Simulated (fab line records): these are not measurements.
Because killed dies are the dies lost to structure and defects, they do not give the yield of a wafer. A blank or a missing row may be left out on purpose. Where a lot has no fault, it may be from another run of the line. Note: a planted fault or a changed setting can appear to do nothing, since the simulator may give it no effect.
Comparing a struck lot with a sound one ; flow berkeley_cmos170 ; 17 out of 331 route steps
Sound: these wafers, L686.2, L686.5, L686.6. The struck wafers were L680.1, L680.2, L680.6. Last of all comes the cause.
At each step with rows: each side's tool, then ch and its chambers, then its first start. Under that, the readings that differ: sound wafers ; struck wafers ; difference of the means ; sigmas: that difference in standard deviations of wafers without a fault.
alike: a reading whose means differ by less than 2 such deviations, as well as words and numbers matching on both sides. not compared: withheld readings; readings where some wafer has no value; bounds like >300 that might hide an equal value; numbers whose values overlap and for which the record gives no deviation.
Wherever a step has rows on one side only, a row that says differs or no value, or a row with sigmas, the two part there. When numbers do not overlap yet have no deviation, they are printed without sigmas and do not part them. Lack of a reading on every wafer of one side parts them only where that side has two or more wafers.

UCB170_SACOX_THK_MEAS_02:
  struck on film_metro-04, day 7 08:43; sound on film_metro-04, day 8 01:35
  alike: SACOX_OXIDE_THK
then, 2 steps without rows for these wafers: UCB170_SCREENOX_WET_ETCH_00 (etches SiO2 in dHF, time 200 s); UCB170_SCREENOX_OXIDATION_01 (target thk 14.4 nm, ox time 2400 s).
UCB170_SCREENOX_THK_MEAS_02:
  struck on film_metro-04, day 7 14:24; sound on film_metro-01, day 8 07:45
reading;sound;struck;difference;sigmas
SCREENOX_OXIDE_THK (nm);14.08 14.10 13.98;14.80 14.87 14.69;+0.73;+3
then, 7 steps without rows for these wafers: UCB170_SCREENOX_ANNEAL_03 (time 900 s); UCB170_NVT_HMDS_00 (prime time 60 s); UCB170_NVT_COAT_01 (resist thk 900 nm); UCB170_NVT_SOFTBAKE_02 (time 60 s); UCB170_NVT_EXPOSE_03 (exposes mask PWELL, target cd 3000 nm); UCB170_NVT_PEB_04; UCB170_NVT_DEVELOP_05 (develop time 45 s).
UCB170_NVT_OVL_MEAS_06:
  struck on overlay-01, day 7 20:14; sound on overlay-01, day 8 14:32
  alike: NVT_OVL
UCB170_NVT_IMPLANT_07:
  sound on implanter-01 ch 0, day 8 14:35; struck on implanter-02 ch 0, day 7 20:35
  alike: beam_energy_keV, dose_ions_cm2, end_station_pressure_torr
UCB170_NVT_STRIP_08: strips in O2.
  sound on plasma_asher-01 ch 0,1, day 8 14:43; struck on plasma_asher-03 ch 0,1, day 7 20:44
  alike: drypump_motor_current_A, oes_product_au, strip_time_to_endpoint_s
  not compared: rf_hours_counter_h
UCB170_NVT_TW_MEAS_09:
  struck on film_metro-01, day 7 20:50; sound on film_metro-04, day 8 14:49
reading;sound;struck;difference;sigmas
NVT_TW;523 520 522;650 652 649;+129;+36
then, 2 steps without rows for these wafers: UCB170_NVT_CLEAN_10 (cleans in SPM, time 600 s); UCB170_M3_PROBE_99.

== WHERE THEY PART ==
Last at UCB170_NVT_TW_MEAS_09 as far as this record goes, first at UCB170_SCREENOX_THK_MEAS_02.

WHY: the cause the simulator had injected
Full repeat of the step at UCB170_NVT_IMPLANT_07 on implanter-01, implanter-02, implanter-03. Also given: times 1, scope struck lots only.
